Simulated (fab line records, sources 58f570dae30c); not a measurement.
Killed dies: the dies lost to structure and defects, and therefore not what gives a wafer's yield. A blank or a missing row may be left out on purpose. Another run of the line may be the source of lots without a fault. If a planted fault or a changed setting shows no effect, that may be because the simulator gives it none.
8D (eight disciplines) problem report, filled in by code -- flow berkeleyCmos170 -- the parts of the form that need people (team, actions taken, sign-off) are left out

== 1. PROBLEM STATEMENT ==
At UCB170_SCREENOX_WET_ETCH_00, runLengthS averages 126.2 s over 9 wafers from 3 lots, while fault-free wafers read 226.9 s, standard deviation 2.6. Measured from the usual mean, that is -39 standard deviations.
The step: etches SiO2 in dHF, time 200 s.
First observed at day 7 04:05: wafer L401.1, on wetBench-01. The record has a number at this step for 21 wafers belonging to 7 lots. Rule for "out" (also "out of limits"): further than 4 standard deviations from the usual mean. Any other wafer with a number is counted as sound.

== 2. WHAT IT IS AND WHAT IT IS NOT ==
question,is,is not
which readings at this step,runLengthS,-
which lots,"L401, L402, L403","L396, L400, L408, L414"
which wafers of those lots,all that have a number,-
read on which tools,wetBench-01,wetBench-02
when,from day 7 04:05,"up to then (6 sound wafers); but 6 sound wafers of L408, L414 came after"

== 3. SUSPECTS, AND WHAT RULES EACH OUT ==
Counting: a tool at any process step up to the reading remains a suspect when it ran all the lots that are out and ran no sound lot after the first of those.
- wetBench-01 at UCB170_SCREENOX_WET_ETCH_00 (etches SiO2 in dHF, time 200 s): kept. It processed each lot that is out, first L401 at day 7 04:05, and no sound lot thereafter; up to then, the last sound lot it processed was L400 at day 6 14:35. Its own runLengthS readings are out on those wafers.
After counting, what remains is wetBench-01 at UCB170_SCREENOX_WET_ETCH_00.

== 4. THE CAUSE (what the simulator had put in) ==
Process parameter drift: wetBench-01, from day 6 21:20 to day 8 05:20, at UCB170_SCREENOX_WET_ETCH_00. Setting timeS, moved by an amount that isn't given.
Counting left only this tool.

== 5. THE CHAIN OF EFFECTS, in route order ==
Each row: a reading whose mean over the struck wafers that have a number lies more than 3 standard deviations from the usual. Readings are gone through only where the record gives a usual standard deviation; hours: the median, over the lots, of the time from a lot's start at the first step in this table giving one to that lot's start at this step; sigmas: the change measured in usual standard deviations.
hours,step,reading,usual,on struck wafers,change,sigmas
0,UCB170_SCREENOX_WET_ETCH_00,runLengthS,226.9 s,126.2,-100.7,-39
The process steps in it:
- UCB170_SCREENOX_WET_ETCH_00: etches SiO2 in dHF, time 200 s.
Later steps that measure or inspect, where all struck wafers having a row at the step show a number for every such reading and not one has moved that far: UCB170_SCREENOX_THK_MEAS_02, UCB170_NVT_OVL_MEAS_06, UCB170_NVT_TW_MEAS_09, UCB170_PVT_OVL_MEAS_06, UCB170_PVT_TW_MEAS_09, UCB170_FIELD_THK_MEAS_91.

== 6. HOW IT WOULD HAVE BEEN CAUGHT EARLIER ==
In this record no reading fell out of limits until day 7 04:05, 7 hours after the fault had begun at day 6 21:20.
